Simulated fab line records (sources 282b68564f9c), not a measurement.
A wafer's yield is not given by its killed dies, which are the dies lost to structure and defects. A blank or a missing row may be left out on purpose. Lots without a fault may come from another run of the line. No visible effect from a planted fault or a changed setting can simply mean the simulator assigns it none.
Code-filled problem report in 8D (eight disciplines) form :: flow rit_cmos :: the parts of the form that need people (team, actions taken, sign-off) are left out

1. THE PROBLEM
Mean FOX1_OXIDE_THK at RIT_FOX1_THK_MEAS_01: 220 nm over 6 wafers in 2 lots; fault-free wafers: 348 nm, standard deviation 5.8. Relative to the usual mean, that is a shift of -22 standard deviations.
The first sign was on wafer L642.1 at day 3 09:44, on film_metro-01. The record has a number at this step for 39 wafers belonging to 13 lots. The rule behind "out" and "out of limits": a value lying over 4 standard deviations away from the usual mean. The other wafers with a number count as sound.

2. WHAT IT IS, WHAT IT ISN'T
question: which readings at this step
is: FOX1_OXIDE_THK
is not: -

question: which lots
is: L642, L645
is not: L634, L635, L636, L637, L646, L648, L650, L653, L655, L656, L657

question: which wafers of those lots
is: all that have a number
is not: -

question: read on which gauges
is: film_metro-01, film_metro-02
is not: film_metro-03

question: when
is: from day 3 09:44
is not: up to then (12 sound wafers); but 21 sound wafers of L646, L648, L650, L653, L655, L656, L657 came after

3. WHAT RULES OUT EACH SUSPECT
Counting: any tool at a process step up to the reading is kept as a suspect provided that every lot that is out went through it and no sound lot did after the first of them.
- ruled out: the gauge at RIT_FOX1_THK_MEAS_01. The wafers that are out were read on 2 gauges (film_metro-01, film_metro-02).
- furnace-03 at RIT_FOX1_OXIDATION_00 (target thk 350.7 nm, ox time 1130 s): ruled out as a lasting fault. After its first lot that is out, L642 (day 3 08:26), sound lots L657 ran on it.
Left after counting: nothing in the record.

4. THE CAUSE (what the simulator had put in)
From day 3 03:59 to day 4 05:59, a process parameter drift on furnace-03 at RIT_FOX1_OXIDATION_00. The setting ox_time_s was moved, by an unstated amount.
Counting ruled it out, wrongly: the rule takes a fault to strike every lot that its tool runs from its start on, and this one did not.

5. SEQUENCE OF EFFECTS, ordered by route
Each row: a reading whose mean over the struck wafers that have a number lies more than 3 standard deviations from the usual. Scope: only readings with a usual standard deviation given in the record; hours: median across lots of the time from each lot's start at the first step in this table that gives one to its start at this step; sigmas: change in usual standard deviations.
hours: 0
step: RIT_FOX1_THK_MEAS_01
reading: FOX1_OXIDE_THK
usual: 348 nm
on struck wafers: 220
change: -128
sigmas: -22
Later steps that measure or inspect, where all struck wafers having a row at the step show a number for every such reading and not one has moved that far: RIT_FOX2_THK_MEAS_91, RIT_REOX_THK_MEAS_04.

6. HOW IT WOULD HAVE BEEN CAUGHT EARLIER
The first out-of-limits reading at a measuring or inspecting step in this record came at day 3 09:44, 6 hours after the fault's start at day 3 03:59.
